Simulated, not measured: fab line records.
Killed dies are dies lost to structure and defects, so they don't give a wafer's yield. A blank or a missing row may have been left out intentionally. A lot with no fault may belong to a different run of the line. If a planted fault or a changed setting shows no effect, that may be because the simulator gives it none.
Which tool is to blame? | flow rit-cmos | Sampling: 14 lots, 42 wafers, 4 of 202 route steps

WHAT THE GAUGES SHOWED, per wafer
RIT_FOX2_THK_MEAS_01.
lot  | measured    | on            | FOX2_OXIDE_THK (nm)
L829 | day 1 20:09 | film-metro-01 | 348 349 347
L830 | day 2 00:01 | film-metro-01 | 350 351 352
L831 | day 2 04:19 | film-metro-01 | 346 346 347
L832 | day 2 09:40 | film-metro-02 | 351 361 353
L833 | day 2 15:29 | film-metro-01 | 359 365 355
L834 | day 2 22:50 | film-metro-03 | 510 532 520
L839 | day 3 20:52 | film-metro-01 | 361 362 360
L842 | day 4 14:22 | film-metro-01 | 536 540 525
L845 | day 5 02:33 | film-metro-03 | 345 346 348
L846 | day 5 08:24 | film-metro-03 | 353 349 352
L847 | day 5 12:54 | film-metro-01 | 342 343 342
L849 | day 5 22:43 | film-metro-01 | 345 350 350
L850 | day 6 03:27 | film-metro-03 | 346 348 341
L852 | day 6 13:22 | film-metro-01 | 348 346 354

RIT_FOX2_THK_MEAS_90.
lot  | measured    | on            | FIELD_OXIDE_LEFT_1_THK (nm)
L829 | day 1 21:02 | film-metro-01 | 320 321 319
L830 | day 2 00:54 | film-metro-01 | 323 323 325
L831 | day 2 05:16 | film-metro-01 | 320 319 320
L832 | day 2 10:32 | film-metro-01 | 324 334 326
L833 | day 2 16:22 | film-metro-01 | 332 338 328
L834 | day 2 23:47 | film-metro-02 | 482 504 492
L839 | day 3 21:44 | film-metro-01 | 334 335 332
L842 | day 4 15:59 | film-metro-03 | 510 514 498
L845 | day 5 03:26 | film-metro-03 | 317 318 320
L846 | day 5 09:17 | film-metro-01 | 326 322 324
L847 | day 5 13:47 | film-metro-01 | 315 316 315
L849 | day 5 23:36 | film-metro-01 | 317 323 322
L850 | day 6 04:19 | film-metro-03 | 319 321 314
L852 | day 6 14:14 | film-metro-01 | 320 319 326

RIT_FOX2_THK_MEAS_91.
lot  | measured    | on            | FIELD_OXIDE_LEFT_2_THK (nm)
L829 | day 2 09:29 | film-metro-02 | 252 252 251
L830 | day 2 13:27 | film-metro-02 | 256 255 257
L831 | day 2 17:39 | film-metro-03 | 252 252 254
L832 | day 2 22:44 | film-metro-03 | 256 267 258
L833 | day 3 04:49 | film-metro-03 | 264 270 260
L834 | day 3 13:38 | film-metro-01 | 414 436 423
L839 | day 4 10:43 | film-metro-03 | 266 268 265
L842 | day 5 05:41 | film-metro-02 | 442 446 431
L845 | day 5 16:07 | film-metro-01 | 249 250 252
L846 | day 5 21:56 | film-metro-01 | 257 253 256
L847 | day 6 02:41 | film-metro-01 | 246 247 245
L849 | day 6 12:03 | film-metro-01 | 248 254 254
L850 | day 6 16:42 | film-metro-02 | 251 253 246
L852 | day 7 02:53 | film-metro-02 | 252 250 258

EACH LOT AND THE TOOL THAT RAN IT (in order: tool; ch and the chambers of the sampled wafers; start)
lot  | RIT_FOX2_OXIDATION_00
L829 | furnace-03 ch 0, day 1 18:50
L830 | furnace-02 ch 0, day 1 22:43
L831 | furnace-01 ch 0, day 2 03:01
L832 | furnace-03 ch 0, day 2 08:21
L833 | furnace-02 ch 0, day 2 14:10
L834 | furnace-03 ch 0, day 2 19:20
L839 | furnace-03 ch 0, day 3 19:32
L842 | furnace-01 ch 0, day 4 11:32
L845 | furnace-03 ch 0, day 5 01:14
L846 | furnace-02 ch 0, day 5 07:04
L847 | furnace-03 ch 0, day 5 11:34
L849 | furnace-02 ch 0, day 5 21:25
L850 | furnace-03 ch 0, day 6 02:07
L852 | furnace-01 ch 0, day 6 12:03
- RIT_FOX2_OXIDATION_00: target thk 350.7 nm, ox time 1130 s.

WHAT THE TOOLS THEMSELVES READ (means of the sampled wafers that have a number; where no wafer has one, the mark that the record gives instead)
RIT_FOX2_OXIDATION_00.
lot  | tool       | ox-temp-c (C)
L829 | furnace-03 | 1099.7
L830 | furnace-02 | 1099.4
L831 | furnace-01 | 1100.4
L832 | furnace-03 | 1100.3
L833 | furnace-02 | 1100.1
L834 | furnace-03 | 1099.9
L839 | furnace-03 | 1100.0
L842 | furnace-01 | 1099.8
L845 | furnace-03 | 1100.3
L846 | furnace-02 | 1100.1
L847 | furnace-03 | 1100.1
L849 | furnace-02 | 1100.3
L850 | furnace-03 | 1100.3
L852 | furnace-01 | 1100.2

THE ANSWER, worked out from the rows above alone
Rule: the lots themselves supply what counts as usual. The widest of any qualifying gaps counts: lots, ordered by their means at a reading, are off when they make up no more than a third of the lots, leave a main group of 4 or more, and stand apart from it by 3 or more times the standard deviation of that group's means. Not used: any main group whose means are identical at the precision the tables above print for the reading. A lot without any number at a reading at which 4 lots or more have one is off too. Where the step has rows for the other lots, those lots are counted as sound. The gauges are gone through in route order, then the tools' own readings, and for those a lot's mean is taken as printed above. The first step at which some lot is off is used, and at that step the reading that is off furthest; a lot without a number counts as furthest.
Off: at RIT_FOX2_THK_MEAS_01 (FOX2_OXIDE_THK), L834, L842. The main group: mean 350 nm, standard deviation 5.5.
If a tool, at a process step before that reading, ran all the lots that are off and no sound lot after the first of them, it fits. Gauges at RIT_FOX2_THK_MEAS_01: tried the same way as those tools. Of those tried, none fits.

WHAT WAS PUT IN BY THE SIMULATOR
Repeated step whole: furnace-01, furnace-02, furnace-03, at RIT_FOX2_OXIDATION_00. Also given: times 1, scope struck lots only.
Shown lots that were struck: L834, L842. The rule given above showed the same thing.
